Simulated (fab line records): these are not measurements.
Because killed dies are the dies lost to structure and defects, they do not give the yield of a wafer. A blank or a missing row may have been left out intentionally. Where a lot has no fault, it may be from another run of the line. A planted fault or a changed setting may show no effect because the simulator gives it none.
fab line records | flow ritCmos
record: lots: 14 | wafers: 42 | lastDay: 7
route steps=202 shown PSD@145
lots with no fault: from the same line, run without faults
startH: the number of hours between the record's first day and the start of the first shown wafer of the lot | waitH: how many hours have passed since the lot's step before this one | " unchanged from the row above | L1.1+2: one row covering several wafers at once | - either no value or no given start | * or withheld: withheld | < > ~ a bound
route shown NAME@n: NAME is a module with steps in the file, n the number in the route of the first one | usual: mean/standard deviation taken from wafers without a fault | same: alike in all rows | chamber/n: place in a boat | sites: readings site by site | _std_site: their standard deviation | _edge_site: the outer-site mean with the inner-site mean subtracted | radiusMm: how far each site lies from the wafer's centre | mask NAME#n: copy n | behind: tool/chamber where the wafer was last shaped | hold: reason for holding the lot/hours on hold/outcome of the hold | device: names the non-switching transistor (n, p or np) | end of line: the same wafers' tests at the end of the route | a step without rows: its recipe alone | killed: the dies lost at the first sort to structure and to defects; this is not the yield of the wafer | map: per-die view of a wafer (x killed, . not killed, _ where there is no die)
set.NAME: setting as actually run; set.NAME@STEP: the setting as run at that earlier step | model.NAME: the simulator's own value behind a step, which no gauge read
route steps across a sampled set of lots; one table per step, one row per wafer
services: from which hour (startH, from the record's first day; less than 0 if before it) a tool's chamber was out of use, for how many hours, and why
== steps ==
step: RIT_PSD_EXPOSE_03
recipe: maskId: M10 | na: 0.57 | targetCdNm: 40900 | doseMj: 250
usual: exposureDoseMJCm2: 249.98/0.26 | focusOffsetNm: 0.0/0.54
lot.wafer | tool            | chamber | startH | waitH | mask  | exposureDoseMJCm2 | focusOffsetNm
L149.1    | ilineStepper-02 | 0       | 64.38  | 0.1   | M10#0 | 249.80            | 0.5
L149.5    | "               | 0       | "      | "     | M10#0 | 250.11            | -0.6
L149.6    | "               | 0       | "      | "     | M10#0 | 249.83            | 0.3
L150.1    | ilineStepper-02 | 0       | 67.26  | 0.1   | M10#0 | 250.08            | 0.1
L150.3    | "               | 0       | "      | "     | M10#0 | 250.21            | 0.0
L150.4    | "               | 0       | "      | "     | M10#0 | 249.92            | 0.9
L151.1    | ilineStepper-02 | 0       | 70.94  | 0.1   | M10#0 | 249.85            | -0.1
L151.4    | "               | 0       | "      | "     | M10#0 | 249.64            | 0.8
L151.5    | "               | 0       | "      | "     | M10#0 | 249.79            | 0.4
L153.1    | ilineStepper-02 | -       | 79.40  | 0.1   | M10#0 | -                 | -
L153.5    | "               | -       | "      | "     | M10#0 | -                 | -
L153.6    | "               | -       | "      | "     | M10#0 | -                 | -
L154.1    | ilineStepper-02 | -       | 83.43  | 0.1   | M10#0 | -                 | -
L154.4    | "               | -       | "      | "     | M10#0 | -                 | -
L154.5    | "               | -       | "      | "     | M10#0 | -                 | -
L156.1    | ilineStepper-01 | 0       | 100.09 | 0.2   | M10#0 | 249.87            | -0.5
L156.2    | "               | 0       | "      | "     | M10#0 | 249.76            | 0.8
L156.4    | "               | 0       | "      | "     | M10#0 | 249.83            | 0.2
L159.1    | ilineStepper-01 | 0       | 112.73 | 0.1   | M10#0 | 249.92            | 0.4
L159.4    | "               | 0       | "      | "     | M10#0 | 250.13            | -0.1
L159.6    | "               | 0       | "      | "     | M10#0 | 250.39            | 0.1
L160.4    | ilineStepper-02 | 0       | 116.80 | 0.2   | M10#0 | 250.01            | -0.3
L160.5    | "               | 0       | "      | "     | M10#0 | 249.81            | -0.2
L160.6    | "               | 0       | "      | "     | M10#0 | 250.22            | 0.1
L161.4    | ilineStepper-02 | 0       | 123.14 | 0.1   | M10#0 | 249.80            | -0.6
L161.5    | "               | 0       | "      | "     | M10#0 | 250.22            | -0.4
L161.6    | "               | 0       | "      | "     | M10#0 | 250.27            | -0.3
L164.1    | ilineStepper-02 | 0       | 135.12 | 0.2   | M10#0 | 249.98            | -0.6
L164.2    | "               | 0       | "      | "     | M10#0 | 249.80            | -0.3
L164.5    | "               | 0       | "      | "     | M10#0 | 249.68            | 0.4
L165.2    | ilineStepper-01 | 0       | 143.80 | 0.2   | M10#0 | 249.73            | 0.6
L165.5    | "               | 0       | "      | "     | M10#0 | 249.88            | 0.2
L165.6    | "               | 0       | "      | "     | M10#0 | 249.77            | 0.2
L166.4    | ilineStepper-01 | 0       | 145.61 | 0.1   | M10#0 | 250.14            | -0.7
L166.5    | "               | 0       | "      | "     | M10#0 | 249.75            | -0.5
L166.6    | "               | 0       | "      | "     | M10#0 | 250.24            | 0.4
L168.1    | ilineStepper-01 | 0       | 154.86 | 0.1   | M10#0 | 250.18            | 0.2
L168.4    | "               | 0       | "      | "     | M10#0 | 250.58            | 0.4
L168.6    | "               | 0       | "      | "     | M10#0 | 250.37            | 0.0
L170.2    | ilineStepper-02 | 0       | 169.30 | 0.3   | M10#0 | 250.11            | -0.7
L170.3    | "               | 0       | "      | "     | M10#0 | 250.18            | 0.1
L170.6    | "               | 0       | "      | "     | M10#0 | 249.98            | 0.1
== services ==
tool            | chamber | startH | hours | kind
ilineStepper-02 | 0       | 58.50  | -     | calibration
ilineStepper-01 | -       | 90.75  | 4.4   | pm
ilineStepper-02 | -       | 97.09  | 1.7   | pm
== key ==
firstSign: step: RIT_PSD_EXPOSE_03 | reading: toolRecord | direction: missing
effect none on later readings
metAt RIT_PSD_EXPOSE_03
struckLots L153,L154
sortLeftOut L153.1,L153.5,L153.6,L154.1,L154.4,L154.5
testerLeftOut L153,L154
onsetBetween 70.94 79.40
fault: kind: skippedStepWhole | tool: ilineStepper-02 | chamber: - | onsetH: 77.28 | steps: RIT_PSD_EXPOSE_03 | scope: struckLotsOnly
testerLeftOut: of these lots the tester's yield and bins aren't shown, on N5 and GAA mostly nor the transistor test; their killed dies are dies lost to structure and defects alone, not to doping, threshold or leakage, so they don't give the yield
sortLeftOut: the simulated sort isn't trusted on such a fault, so these wafers' sort isn't shown, and their yield isn't known
